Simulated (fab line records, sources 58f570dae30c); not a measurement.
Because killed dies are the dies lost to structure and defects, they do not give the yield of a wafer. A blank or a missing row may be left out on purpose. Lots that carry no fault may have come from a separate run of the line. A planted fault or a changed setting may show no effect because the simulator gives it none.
Comparing a struck lot with a sound one + flow berkeley-cmos170 + 20 out of 331 route steps
Sound: the wafers L509.3, L509.5, L509.6. Wafers struck: L508.2, L508.3, L508.4. At the end, the cause is stated.
Order at every step that has rows: each side's tool, ch and its chambers, its first start. Under that, the readings that differ: sound wafers + struck wafers + difference of the means + sigmas: that difference in standard deviations of wafers without a fault.
alike: readings whose means differ by less than 2 such deviations, and words and numbers that are the same on both sides. not compared: withheld readings, readings that some wafer has no value for, bounds like >300 that may hide the same value, and numbers for which the record gives no deviation and whose values overlap.
The two part at a step that has a row with sigmas, a row that says differs or no value, or rows on one side only. Numbers that don't overlap but have no deviation are shown without sigmas and don't part them. A reading that every wafer of one side lacks parts them only if that side has two wafers or more.

UCB170_GATE_CD_MEAS_12: target cd 350 nm.
  sound on cd-sem-01 at day 10 13:15; struck on cd-sem-01 at day 10 13:30
  alike: cd-nm
UCB170_GATE_OVL_MEAS_13:
  sound on overlay-02 at day 10 13:20; struck on overlay-01 at day 10 13:37
  alike: GATE_OVL
UCB170_GATE_ETCH_14: etches BARC in N2/H2.
  sound on rie-diel-04 ch 2,3, day 10 13:22; struck on rie-diel-03 ch 0,1,2, day 10 13:38
  alike: drypump-motor-current-A, oes-product-au, throttle-valve-pct
UCB170_GATE_ETCH_15: etches poly-Si in HBr/Cl2, stops on SiO2, time 56.3 s, target depth 278.2 nm.
  sound on rie-si-01 ch 1,2,3, day 10 13:25; struck on rie-si-02 ch 0,2,3, day 10 13:41
  alike: drypump-motor-current-A, oes-product-au, throttle-valve-pct
  not compared: rf-hours-counter-h
UCB170_GATE_STRIP_16: strips in O2.
  sound on plasma-asher-03 ch 0,1, day 10 13:29; struck on plasma-asher-02 ch 0,1, day 10 13:44
| reading                     | sound       | struck      | difference | sigmas |
|-----------------------------|-------------|-------------|------------|--------|
| drypump-motor-current-A (A) | 5.2 5.2 4.8 | 6.5 5.7 6.5 | +1.2       | +2     |
  alike: oes-product-au
  not compared: rf-hours-counter-h
UCB170_GATE_CD_MEAS_90: target cd 350 nm.
  sound on cd-sem-02 at day 10 13:36; struck on cd-sem-01 at day 10 13:51
  alike: cd-nm
then, 6 steps without rows for these wafers: UCB170_GATE_CLEAN_17 (cleans in SPM, time 600 s); UCB170_PLDD_HMDS_00 (prime time 60 s); UCB170_PLDD_COAT_01 (resist thk 907 nm); UCB170_PLDD_SOFTBAKE_02 (time 60 s); UCB170_PLDD_EXPOSE_03 (exposes mask PSELECT, target cd 1200 nm); UCB170_PLDD_PEB_04.
UCB170_PLDD_DEVELOP_05: develop time 45 s.
  sound on litho-track-03 ch 0, day 10 18:00; struck on litho-track-02 ch 0, day 10 18:00
UCB170_PLDD_CD_MEAS_06: target cd 1200 nm.
  sound on cd-sem-01 at day 10 18:11; struck on cd-sem-02 at day 10 18:41
| reading    | sound                | struck               | difference | sigmas |
|------------|----------------------|----------------------|------------|--------|
| cd-nm (nm) | 1197.1 1197.7 1195.8 | 1187.6 1186.7 1186.0 | -10.1      | -7     |
  not compared: hold
UCB170_PLDD_OVL_MEAS_07:
  sound on overlay-01 at day 10 18:16; struck on overlay-02 at day 10 21:41
| reading | sound | struck                                                                     | difference                   | sigmas |
|---------|-------|----------------------------------------------------------------------------|------------------------------|--------|
| hold    | - - - | await-dispo/2.9h/release await-dispo/2.9h/release await-dispo/2.9h/release | no value on the sound wafers |        |
  alike: PLDD_OVL
then, 2 steps without rows for these wafers: UCB170_PLDD_IMPLANT_08; UCB170_PLDD_IMPLANT_09.
UCB170_PLDD_STRIP_10: strips in O2.
  sound on plasma-asher-03 ch 0,1, day 10 18:38; struck on plasma-asher-02 ch 0,1, day 10 22:08
  alike: drypump-motor-current-A, oes-product-au, strip-time-to-endpoint-s
  not compared: rf-hours-counter-h
UCB170_PLDD_TW_MEAS_11:
  sound on film-metro-04 at day 10 18:43; struck on film-metro-02 at day 10 22:29
| reading | sound         | struck   | difference | sigmas      |
|---------|---------------|----------|------------|-------------|
| PLDD_TW | 999 1005 1006 | 30 30 30 | -973       | -99 or more |
  not compared: hold
UCB170_M3_PROBE_99:
  rows exist in the record for the sound wafers here (prober-02, day 12 09:08), none for the struck ones

WHERE THEY PART
At UCB170_GATE_STRIP_16 first; at UCB170_M3_PROBE_99 last (within this record only).

WHY: whatever the simulator had introduced
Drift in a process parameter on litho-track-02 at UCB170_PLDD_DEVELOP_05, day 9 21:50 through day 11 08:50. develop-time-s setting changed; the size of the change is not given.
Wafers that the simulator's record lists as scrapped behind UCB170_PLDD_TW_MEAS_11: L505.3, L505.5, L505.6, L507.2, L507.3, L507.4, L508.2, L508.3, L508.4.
